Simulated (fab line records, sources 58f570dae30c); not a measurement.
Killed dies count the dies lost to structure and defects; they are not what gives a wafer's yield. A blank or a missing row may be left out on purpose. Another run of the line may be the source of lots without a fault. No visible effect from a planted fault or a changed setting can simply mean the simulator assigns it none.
Which of the tools did it? || flow berkeley_cmos170 || Sampling: 14 lots, 42 wafers, 4 of 331 route steps

== WHAT THE GAUGES SHOWED, per wafer ==
UCB170_M2_RS_MEAS_02: the measuring method here is four-point-probe. Usual: M2_AL_RS typically reads 0.0322 ohm/sq, with standard deviation 0.00049.
{"lot": "L916", "measured": "day 7 06:46", "on": "film_metro-01", "M2_AL_RS (ohm/sq)": "0.0317 0.0324 0.0316", "flag": ""}
{"lot": "L918", "measured": "day 8 05:17", "on": "film_metro-04", "M2_AL_RS (ohm/sq)": "0.0319 0.0318 0.0323", "flag": ""}
{"lot": "L919", "measured": "day 8 16:19", "on": "film_metro-01", "M2_AL_RS (ohm/sq)": "0.0320 0.0320 0.0321", "flag": ""}
{"lot": "L920", "measured": "day 8 16:33", "on": "film_metro-03", "M2_AL_RS (ohm/sq)": "0.0321 0.0330 0.0329", "flag": ""}
{"lot": "L921", "measured": "day 8 17:15", "on": "film_metro-04", "M2_AL_RS (ohm/sq)": "0.0318 0.0326 0.0326", "flag": ""}
{"lot": "L922", "measured": "day 9 01:05", "on": "film_metro-04", "M2_AL_RS (ohm/sq)": "0.0328 0.0318 0.0317", "flag": ""}
{"lot": "L923", "measured": "day 9 07:03", "on": "film_metro-04", "M2_AL_RS (ohm/sq)": "0.0322 0.0322 0.0328", "flag": ""}
{"lot": "L924", "measured": "day 9 10:24", "on": "film_metro-01", "M2_AL_RS (ohm/sq)": "0.0328 0.0322 0.0327", "flag": ""}
{"lot": "L931", "measured": "day 10 16:21", "on": "film_metro-01", "M2_AL_RS (ohm/sq)": "0.0321 0.0330 0.0329", "flag": ""}
{"lot": "L933", "measured": "day 11 03:19", "on": "film_metro-03", "M2_AL_RS (ohm/sq)": "0.0316 0.0326 0.0316", "flag": ""}
{"lot": "L936", "measured": "day 11 10:14", "on": "film_metro-01", "M2_AL_RS (ohm/sq)": "0.0319 0.0326 0.0324", "flag": ""}
{"lot": "L939", "measured": "day 12 02:28", "on": "film_metro-01", "M2_AL_RS (ohm/sq)": "0.0325 0.0329 0.0321", "flag": ""}
{"lot": "L937", "measured": "day 12 06:38", "on": "film_metro-03", "M2_AL_RS (ohm/sq)": "0.0317 0.0319 0.0325", "flag": ""}
{"lot": "L938", "measured": "day 12 06:54", "on": "film_metro-04", "M2_AL_RS (ohm/sq)": "0.0323 0.0315 0.0321", "flag": ""}

UCB170_M3_RS_MEAS_02: the measuring method here is four-point-probe. Usual: M3_AL_RS typically reads 0.0321 ohm/sq, with standard deviation 0.00039.
{"lot": "L916", "measured": "day 7 12:08", "on": "film_metro-02", "M3_AL_RS (ohm/sq)": "0.0316 0.0324 0.0323", "flag": ""}
{"lot": "L918", "measured": "day 8 10:52", "on": "film_metro-04", "M3_AL_RS (ohm/sq)": "0.0325 0.0324 0.0324", "flag": ""}
{"lot": "L919", "measured": "day 8 23:28", "on": "film_metro-02", "M3_AL_RS (ohm/sq)": "0.0328 0.0319 0.0324", "flag": ""}
{"lot": "L920", "measured": "day 9 00:34", "on": "film_metro-04", "M3_AL_RS (ohm/sq)": "0.0320 0.0319 0.0321", "flag": ""}
{"lot": "L921", "measured": "day 9 00:05", "on": "film_metro-03", "M3_AL_RS (ohm/sq)": "0.0320 0.0319 0.0320", "flag": ""}
{"lot": "L922", "measured": "day 9 07:53", "on": "film_metro-02", "M3_AL_RS (ohm/sq)": "0.0316 0.0324 0.0318", "flag": ""}
{"lot": "L923", "measured": "day 9 12:29", "on": "film_metro-04", "M3_AL_RS (ohm/sq)": "0.0323 0.0332 0.0320", "flag": ""}
{"lot": "L924", "measured": "day 9 15:30", "on": "film_metro-04", "M3_AL_RS (ohm/sq)": "0.0320 0.0321 0.0318", "flag": ""}
{"lot": "L931", "measured": "day 10 22:23", "on": "film_metro-03", "M3_AL_RS (ohm/sq)": "0.0322 0.0326 0.0327", "flag": ""}
{"lot": "L933", "measured": "day 11 08:38", "on": "film_metro-04", "M3_AL_RS (ohm/sq)": "0.0326 0.0319 0.0321", "flag": ""}
{"lot": "L936", "measured": "day 11 16:32", "on": "film_metro-02", "M3_AL_RS (ohm/sq)": "0.0319 0.0317 0.0318", "flag": ""}
{"lot": "L939", "measured": "day 12 08:28", "on": "film_metro-04", "M3_AL_RS (ohm/sq)": "0.0328 0.0326 0.0331", "flag": ""}
{"lot": "L937", "measured": "day 12 11:55", "on": "film_metro-03", "M3_AL_RS (ohm/sq)": "0.0320 0.0323 0.0320", "flag": ""}
{"lot": "L938", "measured": "day 12 12:14", "on": "film_metro-02", "M3_AL_RS (ohm/sq)": "0.0320 0.0318 0.0316", "flag": ""}

== WHAT TOOL EACH LOT RAN ON (gives the tool, then ch and the chambers of the sampled wafers, and finally the start) ==
{"lot": "L916", "UCB170_V2_SOFTBAKE_08": "litho_track-04 ch 0, day 7 10:54", "UCB170_M3_SPUTTER_01": "pvd_sputter-04, day 7 12:04"}
{"lot": "L918", "UCB170_V2_SOFTBAKE_08": "litho_track-03 ch 0, day 8 09:31", "UCB170_M3_SPUTTER_01": "pvd_sputter-01, day 8 10:44"}
{"lot": "L919", "UCB170_V2_SOFTBAKE_08": "litho_track-01 ch 0, day 8 21:46", "UCB170_M3_SPUTTER_01": "pvd_sputter-04, day 8 23:23"}
{"lot": "L920", "UCB170_V2_SOFTBAKE_08": "litho_track-03 ch 0, day 8 22:59", "UCB170_M3_SPUTTER_01": "pvd_sputter-02, day 9 00:27"}
{"lot": "L921", "UCB170_V2_SOFTBAKE_08": "litho_track-01 ch 0, day 8 22:40", "UCB170_M3_SPUTTER_01": "pvd_sputter-01, day 8 23:59"}
{"lot": "L922", "UCB170_V2_SOFTBAKE_08": "litho_track-01 ch 0, day 9 06:37", "UCB170_M3_SPUTTER_01": "pvd_sputter-04, day 9 07:48"}
{"lot": "L923", "UCB170_V2_SOFTBAKE_08": "litho_track-01 ch 0, day 9 11:07", "UCB170_M3_SPUTTER_01": "pvd_sputter-04, day 9 12:23"}
{"lot": "L924", "UCB170_V2_SOFTBAKE_08": "litho_track-04 ch 0, day 9 14:16", "UCB170_M3_SPUTTER_01": "pvd_sputter-02, day 9 15:25"}
{"lot": "L931", "UCB170_V2_SOFTBAKE_08": "litho_track-03 ch 0, day 10 20:37", "UCB170_M3_SPUTTER_01": "pvd_sputter-04, day 10 22:19"}
{"lot": "L933", "UCB170_V2_SOFTBAKE_08": "litho_track-04 ch 0, day 11 07:08", "UCB170_M3_SPUTTER_01": "pvd_sputter-04, day 11 08:33"}
{"lot": "L936", "UCB170_V2_SOFTBAKE_08": "litho_track-04 ch 0, day 11 15:10", "UCB170_M3_SPUTTER_01": "pvd_sputter-01, day 11 16:25"}
{"lot": "L939", "UCB170_V2_SOFTBAKE_08": "litho_track-03 ch 0, day 12 07:04", "UCB170_M3_SPUTTER_01": "pvd_sputter-04, day 12 08:19"}
{"lot": "L937", "UCB170_V2_SOFTBAKE_08": "litho_track-03 ch 0, day 12 10:25", "UCB170_M3_SPUTTER_01": "pvd_sputter-01, day 12 11:50"}
{"lot": "L938", "UCB170_V2_SOFTBAKE_08": "litho_track-03 ch 0, day 12 10:52", "UCB170_M3_SPUTTER_01": "pvd_sputter-02, day 12 12:10"}
- UCB170_V2_SOFTBAKE_08: time 60 s.
- UCB170_M3_SPUTTER_01: material Al, target thk 900 nm, time 120 s.

== WHAT THE TOOLS THEMSELVES READ (means of the sampled wafers that have a number; where no wafer has one, the mark that the record gives instead) ==
UCB170_V2_SOFTBAKE_08. Usual: heater_power_total_W 56.80 W, standard deviation 0.044; run_length_s 89.02 s, standard deviation 0.15.
{"lot": "L916", "tool": "litho_track-04", "heater_power_total_W (W)": 56.79, "run_length_s (s)": 88.88, "flag": ""}
{"lot": "L918", "tool": "litho_track-03", "heater_power_total_W (W)": 56.82, "run_length_s (s)": 89.17, "flag": ""}
{"lot": "L919", "tool": "litho_track-01", "heater_power_total_W (W)": 56.77, "run_length_s (s)": 88.95, "flag": ""}
{"lot": "L920", "tool": "litho_track-03", "heater_power_total_W (W)": 56.82, "run_length_s (s)": 89.22, "flag": ""}
{"lot": "L921", "tool": "litho_track-01", "heater_power_total_W (W)": 56.82, "run_length_s (s)": 88.91, "flag": ""}
{"lot": "L922", "tool": "litho_track-01", "heater_power_total_W (W)": 57.20, "run_length_s (s)": 87.29, "flag": "OFF"}
{"lot": "L923", "tool": "litho_track-01", "heater_power_total_W (W)": 57.20, "run_length_s (s)": 87.40, "flag": "OFF"}
{"lot": "L924", "tool": "litho_track-04", "heater_power_total_W (W)": 56.79, "run_length_s (s)": 88.96, "flag": ""}
{"lot": "L931", "tool": "litho_track-03", "heater_power_total_W (W)": 56.75, "run_length_s (s)": 89.06, "flag": ""}
{"lot": "L933", "tool": "litho_track-04", "heater_power_total_W (W)": 56.79, "run_length_s (s)": 88.94, "flag": ""}
{"lot": "L936", "tool": "litho_track-04", "heater_power_total_W (W)": 56.79, "run_length_s (s)": 89.06, "flag": ""}
{"lot": "L939", "tool": "litho_track-03", "heater_power_total_W (W)": 56.81, "run_length_s (s)": 89.08, "flag": ""}
{"lot": "L937", "tool": "litho_track-03", "heater_power_total_W (W)": 56.82, "run_length_s (s)": 89.05, "flag": ""}
{"lot": "L938", "tool": "litho_track-03", "heater_power_total_W (W)": 56.78, "run_length_s (s)": 89.23, "flag": ""}

UCB170_M3_SPUTTER_01. Usual: 29.8 % for throttle_valve_pct, sd 1.1.
{"lot": "L916", "tool": "pvd_sputter-04", "throttle_valve_pct (%)": 29.5, "flag": ""}
{"lot": "L918", "tool": "pvd_sputter-01", "throttle_valve_pct (%)": 29.3, "flag": ""}
{"lot": "L919", "tool": "pvd_sputter-04", "throttle_valve_pct (%)": 30.8, "flag": ""}
{"lot": "L920", "tool": "pvd_sputter-02", "throttle_valve_pct (%)": 30.7, "flag": ""}
{"lot": "L921", "tool": "pvd_sputter-01", "throttle_valve_pct (%)": 29.5, "flag": ""}
{"lot": "L922", "tool": "pvd_sputter-04", "throttle_valve_pct (%)": 29.1, "flag": ""}
{"lot": "L923", "tool": "pvd_sputter-04", "throttle_valve_pct (%)": 29.2, "flag": ""}
{"lot": "L924", "tool": "pvd_sputter-02", "throttle_valve_pct (%)": 30.2, "flag": ""}
{"lot": "L931", "tool": "pvd_sputter-04", "throttle_valve_pct (%)": 30.5, "flag": ""}
{"lot": "L933", "tool": "pvd_sputter-04", "throttle_valve_pct (%)": 30.7, "flag": ""}
{"lot": "L936", "tool": "pvd_sputter-01", "throttle_valve_pct (%)": 29.4, "flag": ""}
{"lot": "L939", "tool": "pvd_sputter-04", "throttle_valve_pct (%)": 31.2, "flag": ""}
{"lot": "L937", "tool": "pvd_sputter-01", "throttle_valve_pct (%)": 29.2, "flag": ""}
{"lot": "L938", "tool": "pvd_sputter-02", "throttle_valve_pct (%)": 31.0, "flag": ""}

== THE ANSWER, worked out from the rows above alone ==
Rule: a lot counts as off when the mean over its wafers that have a number is more than 3 standard deviations away from the usual mean. Also off: a lot with no number at a reading for which 4 or more lots have one. Where the step has rows for the other lots, those lots are counted as sound. Order of review: gauges by route order, followed by the tools' own readings, for which a lot's mean as printed above is used. At the first step where some lot is off, the reading lying furthest off is the one used; lots without a number count as furthest.
Off: L922, L923, at UCB170_V2_SOFTBAKE_08 (run_length_s).
A tool fits if, at that step or a process step before it, it ran every lot that is off, and no sound lot after the first of them. One candidate fits, namely litho_track-01 at UCB170_V2_SOFTBAKE_08. Its last sound lot is L921 (day 8 22:40), its first lot that is off L922 (day 9 06:37): a fault that began between those two fits.
The tool's own readings at UCB170_V2_SOFTBAKE_08 bear it out: on the lots that are off they differ by more than 5 times the standard deviation of the sound lots' means. heater_power_total_W reads 57.20 W there against 56.80 W on the sound lots; run_length_s reads 87.34 s there against 89.04 s on the sound lots.

== WHAT HAD BEEN PUT IN BY THE SIMULATOR ==
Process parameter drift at UCB170_V2_SOFTBAKE_08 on litho_track-01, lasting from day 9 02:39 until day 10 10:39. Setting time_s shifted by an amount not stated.
Lots struck among those shown: L922, L923. Same finding as the rule above.
